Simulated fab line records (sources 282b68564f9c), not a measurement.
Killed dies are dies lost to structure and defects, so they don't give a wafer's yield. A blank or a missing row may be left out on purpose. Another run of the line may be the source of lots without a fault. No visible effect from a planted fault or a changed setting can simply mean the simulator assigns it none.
One fault through the eyes of 2 desks || flow rit_cmos || every desk sees just its own numbers, and what lay behind them comes last

FOR THE TOOL OWNER'S DESK: pecvd-01
The tool's own readings at RIT_CONTACT_CVD_00 (deposits SiO2 from TEOS, target thk 400 nm, time 61 s): means of the sampled wafers that have a number, for each lot that ran on this tool. The brackets show how far a lot's mean lies from the usual mean; more than 4 standard deviations puts the lot out of limits, marked OUT.
Columns: A = heater_power_w at RIT_CONTACT_CVD_00, usual 326 W
{"lot": "L525", "first seen here": "day 4 11:13", "A": 339}
{"lot": "L528", "first seen here": "day 5 00:56", "A": 302}
{"lot": "L531", "first seen here": "day 5 17:26", "A": 346}
{"lot": "L534", "first seen here": "day 6 11:07", "A": 347}
{"lot": "L537", "first seen here": "day 6 22:21", "A": 338}
Finding of this desk: none of the 5 lots has anything out of limits.

THE METROLOGY DESK
What the gauges read, lot by lot, whatever tool the lot ran on: means of the sampled wafers that have a number. The brackets show how far a lot's mean lies from the usual mean; more than 4 standard deviations puts the lot out of limits, marked OUT.
Columns: A = CONTACT_TEOS_THK at RIT_CONTACT_THK_MEAS_01, usual 400 nm; B = cd_nm at RIT_CONTACT_CD_MEAS_08, usual 1000.4 nm
{"lot": "L520", "first seen here": "day 3 04:07", "A": 396, "B": 1000.4}
{"lot": "L521", "first seen here": "day 3 07:32", "A": 397, "B": 998.9}
{"lot": "L523", "first seen here": "day 4 02:55", "A": 396, "B": 998.2}
{"lot": "L525", "first seen here": "day 4 11:16", "A": 397, "B": 999.5}
{"lot": "L528", "first seen here": "day 5 00:59", "A": 400, "B": 997.4}
{"lot": "L529", "first seen here": "day 5 15:48", "A": 400, "B": 1002.7}
{"lot": "L531", "first seen here": "day 5 17:30", "A": 396, "B": 1003.5}
{"lot": "L534", "first seen here": "day 6 11:11", "A": "368 (-5.9) OUT", "B": 1000.9}
{"lot": "L535", "first seen here": "day 6 14:15", "A": 401, "B": 1000.3}
{"lot": "L536", "first seen here": "day 6 22:10", "A": 400, "B": 1000.4}
{"lot": "L537", "first seen here": "day 6 22:24", "A": "368 (-5.8) OUT", "B": 997.1}
{"lot": "L541", "first seen here": "day 7 17:44", "A": 405, "B": 1001.3}
{"lot": "L543", "first seen here": "day 7 23:12", "A": 405, "B": 1001.1}
{"lot": "L542", "first seen here": "day 19 11:04", "A": 400, "B": 1001.2}
Finding of this desk: L534, L537 out of limits, first seen on L534 at day 6 11:11 (CONTACT_TEOS_THK at RIT_CONTACT_THK_MEAS_01). L520, L521, L523, L525, L528, L529, L531, L535, L536, L541, L543, L542 stayed within limits.

TAKEN TOGETHER
L534, L537 would have let the metrology desk raise an alarm at day 6 11:11.
The desk of the tool owner found nothing out of limits.
Tool owner's desk: L534, L537 on record, inside its limits.
Of the lots named, all ran RIT_CONTACT_CVD_00 on pecvd-01.

WHAT THE SIMULATOR HAD PUT IN
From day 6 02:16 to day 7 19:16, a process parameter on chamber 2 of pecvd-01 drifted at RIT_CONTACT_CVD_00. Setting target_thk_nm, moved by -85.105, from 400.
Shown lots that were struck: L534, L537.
Hours from the fault's start to each desk's first reading out of limits: the metrology desk, 9.
